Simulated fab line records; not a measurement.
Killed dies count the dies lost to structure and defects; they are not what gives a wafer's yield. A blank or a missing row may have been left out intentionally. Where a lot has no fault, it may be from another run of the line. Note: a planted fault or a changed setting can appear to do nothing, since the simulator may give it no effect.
Which tool did it? | flow rit cmos | 7 lots with 21 wafers sampled at 2 steps, on a route of 202 steps

## WHAT EACH GAUGE READ, for each wafer
RIT_PWELL_TW_MEAS_10.
lot  | measured    | on            | PWELL_TW
L851 | day 2 05:10 | film metro-01 | 929 931 928
L853 | day 2 16:48 | film metro-04 | 950 955 953
L856 | day 3 06:05 | film metro-04 | 954 950 954
L858 | day 3 20:49 | film metro-02 | 961 961 956
L860 | day 4 01:54 | film metro-01 | 929 927 929
L869 | day 5 22:16 | film metro-01 | 1039 1036 1041 1039 1041 1038
L872 | day 6 17:07 | film metro-04 | 958 959 952

## TOOL THAT RAN EACH LOT (tool first, then ch and the chambers of the sampled wafers, then the start)
lot  | RIT_PWELL_IMPLANT_08
L851 | implanter-02 ch 0, day 2 04:52
L853 | implanter-02 ch 0, day 2 16:29
L856 | implanter-04 ch 0, day 3 05:46
L858 | implanter-04 ch 0, day 3 20:31
L860 | implanter-03 ch 0, day 4 01:35
L869 | implanter-04 ch 0, day 5 21:58
L872 | implanter-02 ch 0, day 6 16:47
- RIT_PWELL_IMPLANT_08

## THE ANSWER, worked out from the rows above alone
Rule: what is usual is taken from the lots themselves. Put in order of their means at a reading, lots are off if they are a third of the lots or fewer, leave a main group of 4 or more, and stand apart from it by a gap of 3 or more times the standard deviation of the main group's means; of several such gaps the widest counts. A main group is skipped when, at the precision printed for the reading in the tables above, its means are all equal. Also off: a lot with no number at a reading for which 4 or more lots have one. All remaining lots with rows at the step are treated as sound.
Off: L869, at RIT_PWELL_TW_MEAS_10 (PWELL_TW). For the main group the mean is 946 and the standard deviation 13.
If a tool, at a process step before that reading, ran all the lots that are off and no sound lot after the first of them, it fits. The gauges at RIT_PWELL_TW_MEAS_10 are tried like those tools. Can't be told from this: 2 tools fit, implanter-04 at RIT_PWELL_IMPLANT_08, film metro-01 at RIT_PWELL_TW_MEAS_10.

## WHAT HAD BEEN PUT IN BY THE SIMULATOR
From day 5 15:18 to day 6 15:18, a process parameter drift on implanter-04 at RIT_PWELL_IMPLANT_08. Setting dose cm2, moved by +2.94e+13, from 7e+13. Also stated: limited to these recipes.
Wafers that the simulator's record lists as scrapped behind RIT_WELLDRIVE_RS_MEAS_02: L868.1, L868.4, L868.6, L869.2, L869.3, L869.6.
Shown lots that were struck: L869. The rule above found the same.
